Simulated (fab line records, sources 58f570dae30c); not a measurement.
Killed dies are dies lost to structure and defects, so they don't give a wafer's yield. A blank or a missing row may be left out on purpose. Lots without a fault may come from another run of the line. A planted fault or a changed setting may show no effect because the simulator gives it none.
Which tool did it? | flow berkeley_cmos170 | 7 lots, 21 wafers sampled, at 2 steps of a route of 331

WHAT THE GAUGES READ, wafer by wafer
UCB170_WELLDRIVE_THK_MEAS_02.
lot  | measured    | on            | WELLDRIVE_OXIDE_THK (nm)
L321 | day 3 16:20 | film_metro-02 | 197 197 200
L323 | day 4 14:14 | film_metro-03 | 194 196 195
L325 | day 5 04:23 | film_metro-02 | 296 298 301
L333 | day 6 05:27 | film_metro-03 | 292 295 290
L335 | day 6 16:56 | film_metro-04 | 197 200 199
L338 | day 7 02:37 | film_metro-03 | 201 201 199
L343 | day 7 21:22 | film_metro-03 | 205 203 200

WHICH TOOL RAN EACH LOT (tool, then ch and the chambers of the sampled wafers, then the start)
lot  | UCB170_WELLDRIVE_OXIDATION_01
L321 | furnace-01 ch 0, day 3 12:49
L323 | furnace-01 ch 0, day 4 10:43
L325 | furnace-03 ch 0, day 4 20:08
L333 | furnace-02 ch 0, day 5 21:05
L335 | furnace-03 ch 0, day 6 13:26
L338 | furnace-03 ch 0, day 6 23:07
L343 | furnace-01 ch 0, day 7 17:51
- UCB170_WELLDRIVE_OXIDATION_01: target thk 199 nm, ox time 9000 s.

THE ANSWER, worked out from the rows above alone
Rule: what is usual is taken from the lots themselves. Put in order of their means at a reading, lots are off if they are a third of the lots or fewer, leave a main group of 4 or more, and stand apart from it by a gap of 3 or more times the standard deviation of the main group's means; of several such gaps the widest counts. A main group whose means are all the same, to the digits that the tables above print for the reading, isn't used. A lot without any number at a reading at which 4 lots or more have one is off too. The other lots that the step has rows for count as sound.
Off: L325, L333, at UCB170_WELLDRIVE_THK_MEAS_02 (WELLDRIVE_OXIDE_THK). The main group: mean 199 nm, standard deviation 2.5.
A tool fits if, at a process step before that reading, it ran every lot that is off, and no sound lot after the first of them. The gauges at UCB170_WELLDRIVE_THK_MEAS_02 are tried like those tools. None of those tried fits.

WHAT THE SIMULATOR HAD PUT IN
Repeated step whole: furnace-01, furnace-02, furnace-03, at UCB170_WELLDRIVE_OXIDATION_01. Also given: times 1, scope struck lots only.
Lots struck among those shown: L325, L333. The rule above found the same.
